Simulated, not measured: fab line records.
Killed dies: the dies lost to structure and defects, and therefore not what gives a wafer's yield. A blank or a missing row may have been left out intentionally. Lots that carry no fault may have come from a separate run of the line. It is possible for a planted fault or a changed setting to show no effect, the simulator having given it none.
Which tool did it? || flow berkeley_cmos170 || 7 lots, 21 wafers sampled, at 2 steps of a route of 331

WHAT THE GAUGES READ, wafer by wafer
UCB170_M2_CD_MEAS_15 targets a cd of 700 nm.
{"lot": "L838", "measured": "day 8 08:17", "on": "cd_sem-02", "cd_nm (nm)": "698.8 698.6 698.5"}
{"lot": "L842", "measured": "day 9 00:20", "on": "cd_sem-01", "cd_nm (nm)": "700.3 701.2 701.2"}
{"lot": "L843", "measured": "day 9 06:04", "on": "cd_sem-01", "cd_nm (nm)": "700.2 699.5 698.9"}
{"lot": "L850", "measured": "day 10 05:47", "on": "cd_sem-02", "cd_nm (nm)": "755.8 754.0 755.0 755.3 754.5 755.1"}
{"lot": "L852", "measured": "day 10 23:45", "on": "cd_sem-02", "cd_nm (nm)": "755.2 753.9 755.8 755.7 754.1 755.4"}
{"lot": "L856", "measured": "day 12 00:44", "on": "cd_sem-02", "cd_nm (nm)": "699.5 698.3 699.3"}
{"lot": "L858", "measured": "day 12 01:03", "on": "cd_sem-02", "cd_nm (nm)": "700.0 698.7 697.6"}

WHICH TOOL RAN EACH LOT (tool, then ch and the chambers of the sampled wafers, then the start)
{"lot": "L838", "UCB170_M2_PEB_13": "litho_track-02 ch 0, day 8 08:01"}
{"lot": "L842", "UCB170_M2_PEB_13": "litho_track-02 ch 0, day 9 00:04"}
{"lot": "L843", "UCB170_M2_PEB_13": "litho_track-02 ch 0, day 9 05:43"}
{"lot": "L850", "UCB170_M2_PEB_13": "litho_track-04 ch 0, day 10 05:32"}
{"lot": "L852", "UCB170_M2_PEB_13": "litho_track-04 ch 0, day 10 23:28"}
{"lot": "L856", "UCB170_M2_PEB_13": "litho_track-02 ch 0, day 12 00:28"}
{"lot": "L858", "UCB170_M2_PEB_13": "litho_track-01 ch 0, day 12 00:47"}
- UCB170_M2_PEB_13

THE ANSWER, worked out from the rows above alone
Rule: what is usual is taken from the lots themselves. The widest of any qualifying gaps counts: lots, ordered by their means at a reading, are off when they make up no more than a third of the lots, leave a main group of 4 or more, and stand apart from it by 3 or more times the standard deviation of that group's means. Not used: any main group whose means are identical at the precision the tables above print for the reading. A lot without any number at a reading at which 4 lots or more have one is off too. Any other lot the step has rows for is counted as sound.
Off at UCB170_M2_CD_MEAS_15 (cd_nm): L850, L852. Mean 699.4 nm and standard deviation 0.82 in the main group.
A tool fits if, at a process step before that reading, it ran every lot that is off, and no sound lot after the first of them. Gauges at UCB170_M2_CD_MEAS_15: tried the same way as those tools. One fits: UCB170_M2_PEB_13 on litho_track-04. It ran no sound lot before its first lot that is off in this sample, so the start can't be narrowed down.

WHAT HAD BEEN PUT IN BY THE SIMULATOR
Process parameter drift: litho_track-04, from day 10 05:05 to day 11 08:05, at UCB170_M2_PEB_13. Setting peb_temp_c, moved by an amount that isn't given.
Struck lots among those shown: L850, L852. This agrees with what the rule above found.
